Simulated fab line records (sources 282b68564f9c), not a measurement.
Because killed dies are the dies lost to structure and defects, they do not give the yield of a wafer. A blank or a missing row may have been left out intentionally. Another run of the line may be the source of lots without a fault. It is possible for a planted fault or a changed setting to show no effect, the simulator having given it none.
fab line records ; flow rit-cmos
record lots=6; wafers=18; last-day=6
route steps=202 shown ACTIVE@1 FOX1@20 FOX2@23 M1@202
lots untouched by any fault: they come from a run of this same line in which no faults occurred
start-h: hours from the record's opening day to when the first of the lot's shown wafers began ; wait-h: hours since the lot's step before ; " repeats the value in the row above ; L1.1+2: a row that stands for several wafers ; - no value, or no start was given ; * or withheld: withheld ; < > ~ a bound
route shown NAME@n: names a module that has steps shown in the file, with the first one's number in the route ; usual: average and standard deviation across the fault-free wafers ; same: alike in all rows ; chamber/n: place in a boat ; sites: the reading at each site ; _std_site: the values' standard deviation ; _edge_site: inner sites' mean taken away from outer sites' mean ; radius-mm: how far each site lies from the wafer's centre ; mask NAME#n: copy n ; behind: the last tool/chamber to shape the wafer ; hold: why the lot went on hold/how many hours it stayed there/how the hold came to an end ; device: names the non-switching transistor (n, p or np) ; end of line: the tests these same wafers got at the end of their route ; step lacking rows: just its recipe ; killed: count of dies lost to structure and defects at first sort (not the wafer's yield) ; map: per-die view of a wafer (x killed, . not killed, _ where there is no die)
set.NAME: the setting that was run; set.NAME@STEP: the one run at that earlier step ; model.NAME: the simulator's own value behind a step, which no gauge read
lots at selected steps of the route; one table per step, one row per wafer
services: when a tool's chamber went out of use (start-h, in hours from the record's first day, below 0 if earlier), for how many hours, and the reason
## steps
# step RIT_ACTIVE_BOW_MEAS_00
# recipe mode=bow
# usual INCOMING_BOW=-1/6.2
lot.wafer;tool;chamber;start-h;wait-h;INCOMING_BOW[um]
L398.2;film-metro-03;-;25.02;-;4
L398.5;film-metro-03;-;25.02;-;-6
L398.6;film-metro-03;-;25.02;-;4
L406.1;film-metro-02;-;65.00;-;6
L406.5;film-metro-02;-;65.00;-;8
L406.6;film-metro-02;-;65.00;-;-1
L409.1;film-metro-03;-;80.00;-;-8
L409.2;film-metro-03;-;80.00;-;-7
L409.4;film-metro-03;-;80.00;-;-3
L411.1;film-metro-02;-;90.00;-;-1
L411.4;film-metro-02;-;90.00;-;3
L411.5;film-metro-02;-;90.00;-;1
L412.2;film-metro-02;-;95.02;-;2
L412.3;film-metro-02;-;95.02;-;-3
L412.4;film-metro-02;-;95.02;-;-1
L413.2;film-metro-01;-;100.02;-;9
L413.4;film-metro-01;-;100.02;-;-2
L413.5;film-metro-01;-;100.02;-;8
# step RIT_ACTIVE_OXIDATION_01
# recipe temp-c=1000; ambient=O2; target-thk-a=468; ox-time-s=3360
# step RIT_ACTIVE_THK_MEAS_02
# recipe reads=SiO2_of_ACTIVE_OXIDATION_01
# usual ACTIVE_OXIDE_THK=47.0/0.84
lot.wafer;tool;chamber;start-h;wait-h;ACTIVE_OXIDE_THK[nm]
L398.2;film-metro-02;-;27.06;0.0;47.5
L398.5;film-metro-02;-;27.06;0.0;47.9
L398.6;film-metro-02;-;27.06;0.0;47.4
L406.1;film-metro-01;-;68.29;0.0;47.1
L406.5;film-metro-01;-;68.29;0.0;46.3
L406.6;film-metro-01;-;68.29;0.0;47.0
L409.1;film-metro-01;-;82.05;0.0;46.1
L409.2;film-metro-01;-;82.05;0.0;46.4
L409.4;film-metro-01;-;82.05;0.0;47.0
L411.1;film-metro-02;-;92.05;0.0;46.3
L411.4;film-metro-02;-;92.05;0.0;45.6
L411.5;film-metro-02;-;92.05;0.0;45.7
L412.2;film-metro-03;-;97.06;0.0;47.3
L412.3;film-metro-03;-;97.06;0.0;47.2
L412.4;film-metro-03;-;97.06;0.0;46.7
L413.2;film-metro-01;-;102.06;0.0;47.1
L413.4;film-metro-01;-;102.06;0.0;47.0
L413.5;film-metro-01;-;102.06;0.0;47.3
# step RIT_ACTIVE_CVD_03
# recipe material=Si3N4; target-thk-nm=150; temp-c=810; precursor=SiH2Cl2/NH3; time-s=1500; pressure-mtorr=300; sih2cl2-flow-sccm=60; nh3-flow-sccm=150
# usual spike-tc-centre-C=812.8/1; spike-tc-load-C=836/3.7; spike-tc-source-C=836/4.1; zone-power-load-pct=20.8/1.1
lot.wafer;tool;chamber;start-h;wait-h;spike-tc-centre-C;spike-tc-load-C;spike-tc-source-C;zone-power-load-pct;model.Si3N4_of_ACTIVE_CVD_03.thk-nm
L398.2;lpcvd-02;0;27.11;0.0;812.2;836;829;18.8;151.2
L398.5;lpcvd-02;0;27.11;0.0;813.3;836;831;18.8;150.1
L398.6;lpcvd-02;0;27.11;0.0;811.8;837;831;19.1;151.6
L406.1;lpcvd-01;1;68.35;0.1;813.0;840;835;20.4;149.9
L406.5;lpcvd-01;1;68.35;0.1;813.2;839;836;20.4;150
L406.6;lpcvd-01;1;68.35;0.1;812.2;840;834;20.8;149.2
L409.1;lpcvd-01;1;82.11;0.1;814.2;838;835;20.7;149.2
L409.2;lpcvd-01;1;82.11;0.1;813.1;840;833;21.0;149.6
L409.4;lpcvd-01;1;82.11;0.1;812.1;839;833;20.6;149.6
L411.1;lpcvd-02;1;92.11;0.1;813.1;831;842;21.0;153.1
L411.4;lpcvd-02;1;92.11;0.1;813.8;830;841;20.8;153.5
L411.5;lpcvd-02;1;92.11;0.1;811.2;830;842;21.3;152.2
L412.2;lpcvd-01;1;97.11;0.0;826.8;851;846;21.8;185.7
L412.3;lpcvd-01;1;97.11;0.0;826.6;850;849;21.3;185
L412.4;lpcvd-01;1;97.11;0.0;822.9;850;846;21.4;184.8
L413.2;lpcvd-01;1;102.11;0.0;823.8;851;846;21.5;182.9
L413.4;lpcvd-01;1;102.11;0.0;824.4;850;845;21.7;183.5
L413.5;lpcvd-01;1;102.11;0.0;824.1;850;846;21.7;181.6
# step RIT_ACTIVE_THK_MEAS_04
# recipe reads=Si3N4_of_ACTIVE_CVD_03
# usual ACTIVE_NITRIDE_THK=149.7/1.6
lot.wafer;tool;chamber;start-h;wait-h;ACTIVE_NITRIDE_THK[nm]
L398.2;film-metro-01;-;28.54;0.0;151.1
L398.5;film-metro-01;-;28.54;0.0;150.1
L398.6;film-metro-01;-;28.54;0.0;151.6
L406.1;film-metro-02;-;70.48;0.0;149.9
L406.5;film-metro-02;-;70.48;0.0;150.0
L406.6;film-metro-02;-;70.48;0.0;149.1
L409.1;film-metro-01;-;84.24;0.0;149.1
L409.2;film-metro-01;-;84.24;0.0;149.6
L409.4;film-metro-01;-;84.24;0.0;149.7
L411.1;film-metro-02;-;93.53;0.0;153.1
L411.4;film-metro-02;-;93.53;0.0;153.5
L411.5;film-metro-02;-;93.53;0.0;152.2
L412.2;film-metro-01;-;98.54;0.0;185.6
L412.3;film-metro-01;-;98.54;0.0;184.9
L412.4;film-metro-01;-;98.54;0.0;184.8
L413.2;film-metro-03;-;103.54;0.0;182.9
L413.4;film-metro-03;-;103.54;0.0;183.5
L413.5;film-metro-03;-;103.54;0.0;181.6
# step RIT_ACTIVE_HMDS_05
# recipe prime-time-s=60; prime-temp-c=140
# step RIT_ACTIVE_COAT_06
# recipe resist=NOVOLAK; spin-rpm=3171; resist-thk-nm=1000
# step RIT_ACTIVE_SOFTBAKE_07
# recipe resist=NOVOLAK; temp-c=90; time-s=60
# step RIT_ACTIVE_EXPOSE_08
# recipe mask-id=M1; na=0.6; source-shape=conventional; sigma-outer=0.6; target-cd-nm=1400; dose-mj=225
# step RIT_ACTIVE_PEB_09
# recipe resist=NOVOLAK; temp-c=withheld; time-s=withheld
# step RIT_ACTIVE_DEVELOP_10
# recipe resist=NOVOLAK; develop-time-s=50; dev-temp-c=23
# step RIT_ACTIVE_CD_MEAS_11
# recipe target-cd-nm=1400
# usual cd-nm=1400.6/1.9
lot.wafer;tool;chamber;start-h;wait-h;cd-nm
L398.2;cd-sem-02;-;29.46;-;1402.4
L398.5;cd-sem-02;-;29.46;-;1401.6
L398.6;cd-sem-02;-;29.46;-;1401.6
L406.1;cd-sem-01;-;71.39;-;1399.2
L406.5;cd-sem-01;-;71.39;-;1400.3
L406.6;cd-sem-01;-;71.39;-;1400.4
L409.1;cd-sem-02;-;85.27;-;1401.5
L409.2;cd-sem-02;-;85.27;-;1401.4
L409.4;cd-sem-02;-;85.27;-;1403.7
L411.1;cd-sem-02;-;94.56;-;1397.0
L411.4;cd-sem-02;-;94.56;-;1399.3
L411.5;cd-sem-02;-;94.56;-;1396.8
L412.2;cd-sem-02;-;99.76;-;1402.3
L412.3;cd-sem-02;-;99.76;-;1401.4
L412.4;cd-sem-02;-;99.76;-;1402.3
L413.2;cd-sem-02;-;104.51;-;1400.8
L413.4;cd-sem-02;-;104.51;-;1400.0
L413.5;cd-sem-02;-;104.51;-;1398.7
# step RIT_ACTIVE_HARDBAKE_12
# recipe resist=NOVOLAK; temp-c=140; time-s=60
# step RIT_ACTIVE_ETCH_13
# recipe stop-on=SiO2; chemistry=SF6; target=Si3N4; time-s=210; over-etch-frac=0.4; SF6_flow_sccm=200; pressure-mtorr=260; rf-w=125; target-depth-a=2100
# usual drypump-motor-current-A=5.8/0.44; oes-product-au=0.817/0.013; throttle-valve-pct=7.43/0.14
lot.wafer;tool;chamber;start-h;wait-h;drypump-motor-current-A;oes-product-au;rf-hours-counter-h;throttle-valve-pct;model.etch.depth-nm;model.ACTIVE.feature-depth-nm
L398.2;rie-diel-01;2;29.71;0.1;5.4;0.813;122;7.21;151.2;151.2
L398.5;rie-diel-01;3;29.71;0.1;6.7;0.834;-;7.38;150.1;151.7
L398.6;rie-diel-01;2;29.71;0.1;5.4;0.819;-;7.20;151.6;151.6
L406.1;rie-diel-03;2;71.66;0.1;6.3;0.834;151;7.39;149.9;149.9
L406.5;rie-diel-03;2;71.66;0.1;6.3;0.836;-;7.41;150;150
L406.6;rie-diel-03;3;71.66;0.1;6.5;0.829;-;7.57;149.2;149.8
L409.1;rie-diel-01;3;85.54;0.1;6.7;0.835;3;7.37;149.2;150.9
L409.2;rie-diel-01;0;85.54;0.1;5.4;0.786;66;7.53;149.6;149.6
L409.4;rie-diel-01;0;85.54;0.1;5.4;0.799;-;7.54;149.6;149.6
L411.1;rie-diel-01;1;94.83;0.1;5.7;0.828;69;7.63;153.1;153.3
L411.4;rie-diel-01;2;94.83;0.1;5.4;0.814;123;7.21;153.5;153.5
L411.5;rie-diel-01;1;94.83;0.1;5.7;0.816;-;7.61;152.2;152.4
L412.2;rie-diel-01;3;100.01;0.1;6.7;0.942;3;7.37;185.7;187.4
L412.3;rie-diel-01;0;100.01;0.1;5.4;0.893;66;7.53;185;185
L412.4;rie-diel-01;1;100.01;0.1;5.7;0.912;69;7.62;184.8;185.1
L413.2;rie-diel-04;3;104.76;0.1;5.8;0.899;63;7.26;182.9;182.9
L413.4;rie-diel-04;1;104.76;0.1;5.9;0.925;-;7.54;183.5;183.5
L413.5;rie-diel-04;3;104.76;0.1;5.7;0.893;-;7.26;181.6;181.6
# step RIT_ACTIVE_STRIP_14
# recipe chemistry=O2; time-s=180; resist=NOVOLAK; platen-temp-c=withheld; power-w=500; pressure-mtorr=4000; o2-flow-sccm=4000
# usual drypump-motor-current-A=5.52/0.22; o2-flow-sccm=3999/10
lot.wafer;tool;chamber;start-h;wait-h;drypump-motor-current-A;o2-flow-sccm;rf-hours-counter-h
L398.2;plasma-asher-04;0;29.84;0.1;5.18;4001;24
L398.5;plasma-asher-04;0;29.84;0.1;5.19;4004;-
L398.6;plasma-asher-04;1;29.84;0.1;5.55;3991;-
L406.1;plasma-asher-04;1;71.79;0.1;5.56;4016;28
L406.5;plasma-asher-04;1;71.79;0.1;5.57;3992;-
L406.6;plasma-asher-04;0;71.79;0.1;5.18;3994;-
L409.1;plasma-asher-03;1;85.68;0.1;5.72;4003;44
L409.2;plasma-asher-03;0;85.68;0.1;5.75;4001;44
L409.4;plasma-asher-03;1;85.68;0.1;5.74;4004;-
L411.1;plasma-asher-03;1;94.97;0.1;5.77;4002;45
L411.4;plasma-asher-03;0;94.97;0.1;5.74;4012;-
L411.5;plasma-asher-03;1;94.97;0.1;5.75;4015;-
L412.2;plasma-asher-04;1;100.14;0.1;5.56;4002;32
L412.3;plasma-asher-04;0;100.14;0.1;5.21;4020;-
L412.4;plasma-asher-04;1;100.14;0.1;5.57;4002;-
L413.2;plasma-asher-02;0;104.89;0.1;5.74;4003;45
L413.4;plasma-asher-02;1;104.89;0.1;5.41;4013;-
L413.5;plasma-asher-02;0;104.89;0.1;5.73;4002;-
# step RIT_ACTIVE_CD_MEAS_90
# recipe target-cd-nm=1400
# usual cd-nm=1400.6/1.9
lot.wafer;tool;chamber;start-h;wait-h;cd-nm
L398.2;cd-sem-02;-;30.04;0.1;1402.1
L398.5;cd-sem-02;-;30.04;0.1;1401.5
L398.6;cd-sem-02;-;30.04;0.1;1401.5
L406.1;cd-sem-02;-;71.96;0.1;1399.2
L406.5;cd-sem-02;-;71.96;0.1;1400.7
L406.6;cd-sem-02;-;71.96;0.1;1400.8
L409.1;cd-sem-01;-;85.85;0.1;1400.7
L409.2;cd-sem-01;-;85.85;0.1;1401.3
L409.4;cd-sem-01;-;85.85;0.1;1403.6
L411.1;cd-sem-02;-;95.14;0.1;1397.3
L411.4;cd-sem-02;-;95.14;0.1;1399.1
L411.5;cd-sem-02;-;95.14;0.1;1396.5
L412.2;cd-sem-02;-;100.34;0.1;1402.2
L412.3;cd-sem-02;-;100.34;0.1;1401.3
L412.4;cd-sem-02;-;100.34;0.1;1402.6
L413.2;cd-sem-02;-;105.09;0.1;1400.8
L413.4;cd-sem-02;-;105.09;0.1;1399.9
L413.5;cd-sem-02;-;105.09;0.1;1399.0
# step RIT_ACTIVE_CLEAN_15
# recipe chemistry=SC1; mix=3:3:50; time-s=600; temp-c=75
# step RIT_ACTIVE_CLEAN_16
# recipe chemistry=dHF; dilution=50:1; time-s=30
# step RIT_ACTIVE_CLEAN_17
# recipe chemistry=SC2; mix=3:3:50; time-s=600; temp-c=75; dry=n2-spin
# step RIT_FOX1_OXIDATION_00
# recipe temp-c=1100; ambient=H2O; target-thk-a=3507; p-h2o-torr=720; ox-time-s=1130
# step RIT_FOX1_THK_MEAS_01
# recipe reads=SiO2_of_FOX1_OXIDATION_00
# usual FOX1_OXIDE_THK=349/8.5
lot.wafer;tool;chamber;start-h;wait-h;FOX1_OXIDE_THK[nm]
L398.2;film-metro-04;-;32.00;0.0;338
L398.5;film-metro-04;-;32.00;0.0;334
L398.6;film-metro-04;-;32.00;0.0;333
L406.1;film-metro-01;-;74.65;0.0;361
L406.5;film-metro-01;-;74.65;0.0;354
L406.6;film-metro-01;-;74.65;0.0;355
L409.1;film-metro-04;-;87.65;0.0;334
L409.2;film-metro-04;-;87.65;0.0;338
L409.4;film-metro-04;-;87.65;0.0;339
L411.1;film-metro-04;-;96.94;0.0;346
L411.4;film-metro-04;-;96.94;0.0;348
L411.5;film-metro-04;-;96.94;0.0;341
L412.2;film-metro-01;-;102.88;0.0;349
L412.3;film-metro-01;-;102.88;0.0;351
L412.4;film-metro-01;-;102.88;0.0;353
L413.2;film-metro-01;-;107.38;0.0;342
L413.4;film-metro-01;-;107.38;0.0;348
L413.5;film-metro-01;-;107.38;0.0;346
# step RIT_FOX1_WET_ETCH_02
# recipe chemistry=BOE; target-depth-nm=350; time-s=390; temp-c=21.5; dry=n2-spin; dilution=10:1; target=SiO2
# step RIT_FOX2_OXIDATION_00
# recipe temp-c=1089; ambient=H2O; target-thk-a=3507; p-h2o-torr=720; ox-time-s=1130
# step RIT_FOX2_THK_MEAS_01
# recipe reads=SiO2_of_FOX2_OXIDATION_00
# usual FOX2_OXIDE_THK=330/5.8
lot.wafer;tool;chamber;start-h;wait-h;FOX2_OXIDE_THK[nm]
L398.2;film-metro-04;-;33.49;0.0;318
L398.5;film-metro-04;-;33.49;0.0;322
L398.6;film-metro-04;-;33.49;0.0;325
L406.1;film-metro-04;-;76.14;0.0;330
L406.5;film-metro-04;-;76.14;0.0;331
L406.6;film-metro-04;-;76.14;0.0;331
L409.1;film-metro-03;-;89.15;0.0;328
L409.2;film-metro-03;-;89.15;0.0;328
L409.4;film-metro-03;-;89.15;0.0;327
L411.1;film-metro-03;-;98.43;0.0;332
L411.4;film-metro-03;-;98.43;0.0;328
L411.5;film-metro-03;-;98.43;0.0;334
L412.2;film-metro-02;-;104.37;0.0;332
L412.3;film-metro-02;-;104.37;0.0;330
L412.4;film-metro-02;-;104.37;0.0;335
L413.2;film-metro-03;-;108.87;0.0;329
L413.4;film-metro-03;-;108.87;0.0;331
L413.5;film-metro-03;-;108.87;0.0;327
# step RIT_FOX2_CLEAN_02
# recipe chemistry=dHF; dilution=50:1; time-s=180
lot.wafer;tool;chamber;start-h;wait-h;model.Si3N4_of_ACTIVE_CVD_03.thk-nm
L398.2;wet-bench-03;2;33.54;0.0;132.3
L398.5;wet-bench-03;2;33.54;0.0;131.1
L398.6;wet-bench-03;2;33.54;0.0;132.7
L406.1;wet-bench-03;1;76.20;0.1;130.9
L406.5;wet-bench-03;1;76.20;0.1;131.1
L406.6;wet-bench-03;1;76.20;0.1;130.3
L409.1;wet-bench-03;3;89.21;0.1;130.4
L409.2;wet-bench-03;3;89.21;0.1;130.7
L409.4;wet-bench-03;3;89.21;0.1;130.8
L411.1;wet-bench-04;2;98.49;0.1;134.2
L411.4;wet-bench-04;2;98.49;0.1;134.6
L411.5;wet-bench-04;2;98.49;0.1;133.3
L412.2;wet-bench-04;0;104.42;0.0;166.8
L412.3;wet-bench-04;0;104.42;0.0;166.1
L412.4;wet-bench-04;0;104.42;0.0;166
L413.2;wet-bench-04;1;108.92;0.0;163.9
L413.4;wet-bench-04;1;108.92;0.0;164.5
L413.5;wet-bench-04;1;108.92;0.0;162.7
# step RIT_FOX2_WET_ETCH_03
# recipe chemistry=H3PO4; target=Si3N4; target-depth-nm=195; temp-c=165; time-s=2700
# step RIT_M1_PROBE_99
# usual killed_at_M0_to_M3=0.0/0.14; killed-at-front-end=6.9/3; killed-dies=6.9/3; killed-open=3.5/2; killed-short=3.4/2.1
# same gross-dies=264; killed_at_M4_up=0; killed-at-back-side=0; killed-at-contacts=0; killed-at-other=0
lot.wafer;tool;chamber;start-h;wait-h;killed_at_M0_to_M3;killed-at-front-end;killed-dies;killed-open;killed-short;model.etest.nldd.width-nm;model.etest.pldd.width-nm
L398.2;prober-02;-;73.73;0.1;0;6;6;3;3;3221;3224
L398.5;prober-02;-;73.88;0.2;0;4;4;3;1;3234;3228
L398.6;prober-02;-;73.93;0.2;0;6;6;2;4;3239;3224
L406.1;prober-02;-;115.82;0.1;0;1;1;1;0;3194;3175
L406.5;prober-02;-;116.02;0.2;0;7;7;5;2;3182;3202
L406.6;prober-02;-;116.07;0.2;0;7;7;4;3;3195;3192
L409.1;prober-01;-;126.33;0.1;0;2;2;0;2;3225;3229
L409.2;prober-01;-;126.38;0.1;0;5;5;3;2;3210;3243
L409.4;prober-01;-;126.48;0.2;0;4;4;4;0;3242;3225
L411.1;prober-01;-;136.20;0.1;0;7;7;3;4;3226;3204
L411.4;prober-01;-;136.35;0.2;0;7;7;5;2;3217;3216
L411.5;prober-01;-;136.40;0.2;0;6;6;2;4;3216;3225
L412.2;prober-02;-;142.69;0.1;0;12;12;8;4;3232;3221
L412.3;prober-02;-;142.74;0.2;0;10;10;2;8;3236;3215
L412.4;prober-02;-;142.79;0.2;0;3;3;2;1;3215;3234
L413.2;prober-01;-;146.69;0.1;1;8;9;2;5;3233;3232
L413.4;prober-01;-;146.79;0.2;0;2;2;1;0;3242;3216
L413.5;prober-01;-;146.84;0.2;0;5;5;2;2;3240;3236
# killed by level:class
L398.2 GATE:geometric-particle:short=2 FOX1:geometric-particle:open=1 GATE:geometric-particle:open=1 REOX:geometric-particle:short=1 SILICIDE:geometric-particle:open=1
L398.5 GATE:geometric-particle:open=2 SPACER:geometric-particle:open=1 SPACER:geometric-particle:short=1
L398.6 SPACER:geometric-particle:short=2 FOX2:geometric-particle:short=1 FOX2:geometric-particle:open=1 GATE:geometric-particle:short=1 SPACER:geometric-particle:open=1
L406.1 GATE:geometric-particle:open=1
L406.5 GATE:geometric-particle:open=3 FOX1:geometric-particle:open=1 GATE:geometric-particle:short=1 REOX:geometric-particle:short=1 SPACER:geometric-particle:open=1
L406.6 GATE:geometric-particle:short=2 SPACER:geometric-particle:open=2 FOX1:geometric-particle:open=1 GATE:geometric-particle:open=1 SILICIDE:geometric-particle:short=1
L409.1 FOX2:geometric-particle:short=1 SILICIDE:geometric-particle:short=1
L409.2 FOX2:geometric-particle:open=1 REOX:geometric-particle:short=1 SPACER:geometric-particle:open=1 SILICIDE:geometric-particle:short=1 SILICIDE:geometric-particle:open=1
L409.4 GATE:geometric-particle:open=2 REOX:geometric-particle:open=1 SILICIDE:geometric-particle:open=1
L411.1 SPACER:geometric-particle:short=2 GATE:geometric-particle:short=1 GATE:geometric-particle:open=1 SPACER:geometric-particle:open=1 SILICIDE:geometric-particle:short=1 SILICIDE:geometric-particle:open=1
L411.4 GATE:geometric-particle:open=4 FOX1:geometric-particle:short=1 REOX:geometric-particle:short=1 SILICIDE:geometric-particle:open=1
L411.5 GATE:geometric-particle:short=2 SPACER:geometric-particle:open=2 SILICIDE:geometric-particle:short=2
L412.2 FOX1:geometric-particle:short=2 FOX2:geometric-particle:open=2 GATE:geometric-particle:short=2 GATE:geometric-particle:open=2 REOX:geometric-particle:open=2 SPACER:geometric-particle:open=2
L412.3 FOX1:geometric-particle:short=3 GATE:geometric-particle:short=3 GATE:geometric-particle:open=2 FOX2:geometric-particle:short=1 REOX:geometric-particle:short=1
L412.4 GATE:geometric-particle:open=1 REOX:geometric-particle:short=1 REOX:geometric-particle:open=1
L413.2 GATE:geometric-particle:short=2 REOX:geometric-particle:short=2 NWELL:coat-microbubble-printed=2 REOX:geometric-particle:open=1 SILICIDE:geometric-particle:open=1 M1:geometric-particle:short=1
L413.4 SILICIDE:geometric-particle:open=1 NWELL:coat-microbubble-printed=1
L413.5 FOX1:geometric-particle:open=1 FOX1:geometric-particle:short=1 GATE:geometric-particle:open=1 REOX:geometric-particle:short=1 NWELL:coat-microbubble-printed=1
## services
tool;chamber;start-h;hours;kind
rie-diel-04;0;12.72;49.8;repair
rie-diel-03;-;13.86;3.2;repair
rie-diel-04;3;22.06;12.6;repair
rie-diel-01;-;31.44;0.4;repair
rie-diel-01;2;48.18;1.8;repair
rie-diel-04;-;54.48;0.2;repair
rie-diel-01;1;59.16;34.2;repair
plasma-asher-03;-;61.16;2.7;repair
rie-diel-01;-;66.61;14.6;pm
rie-diel-03;0;68.01;-;clean
rie-diel-03;0;68.01;17.0;scheduled-down
rie-diel-03;0;68.01;17.0;vent-cycle
plasma-asher-02;-;70.02;8.1;repair
lpcvd-01;-;70.48;6.1;pm
rie-diel-04;0;72.87;-;clean
rie-diel-04;0;72.87;25.2;scheduled-down
rie-diel-04;0;72.87;25.2;vent-cycle
wet-bench-03;-;82.26;4.4;pm
rie-diel-04;2;85.36;21.6;repair
lpcvd-01;-;105.36;0.9;repair
plasma-asher-02;-;108.75;9.0;pm
plasma-asher-02;0;108.75;9.0;vent-cycle
plasma-asher-02;1;108.75;9.0;vent-cycle
## key
first-sign step=RIT_ACTIVE_CVD_03; reading=spike-tc-centre-C; direction=up; sigmas=12; usual=812.8; struck=824.8
effect step=RIT_ACTIVE_CVD_03; reading=spike-tc-load-C; direction=up; sigmas=4; usual=836; struck=851
effect step=RIT_ACTIVE_THK_MEAS_04; reading=ACTIVE_NITRIDE_THK; direction=up; sigmas=21; usual=149.7; struck=183.9
effect step=RIT_ACTIVE_ETCH_13; reading=oes-product-au; direction=up; sigmas=7.1; usual=0.817; struck=0.911
model-effect step=RIT_ACTIVE_CVD_03; value=Si3N4_of_ACTIVE_CVD_03.thk-nm; without=148.6; struck=183.9
model-effect step=RIT_ACTIVE_ETCH_13; value=etch.depth-nm; without=148.6; struck=183.9
model-effect step=RIT_FOX2_CLEAN_02; value=Si3N4_of_ACTIVE_CVD_03.thk-nm; without=129.7; struck=165
model-effect step=RIT_M1_PROBE_99; value=etest.nldd.width-nm; without=3200; struck=3233
met-at RIT_ACTIVE_CVD_03
struck-wafers L412.2,L412.3,L412.4,L413.2,L413.4,L413.5
tester-left-out L412,L413
onset-between 82.11 97.11
fault kind=process-parameter-drift; tool=lpcvd-01; chamber=1; onset-h=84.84; steps=RIT_ACTIVE_CVD_03; channel=temp-c; offset=*; shape=step; end-h=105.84; acts-in=*; stated=*
# tester-left-out: of these lots the tester's yield and bins aren't shown, on N5 and GAA mostly nor the transistor test; their killed dies are dies lost to structure and defects alone, not to doping, threshold or leakage, so they don't give the yield
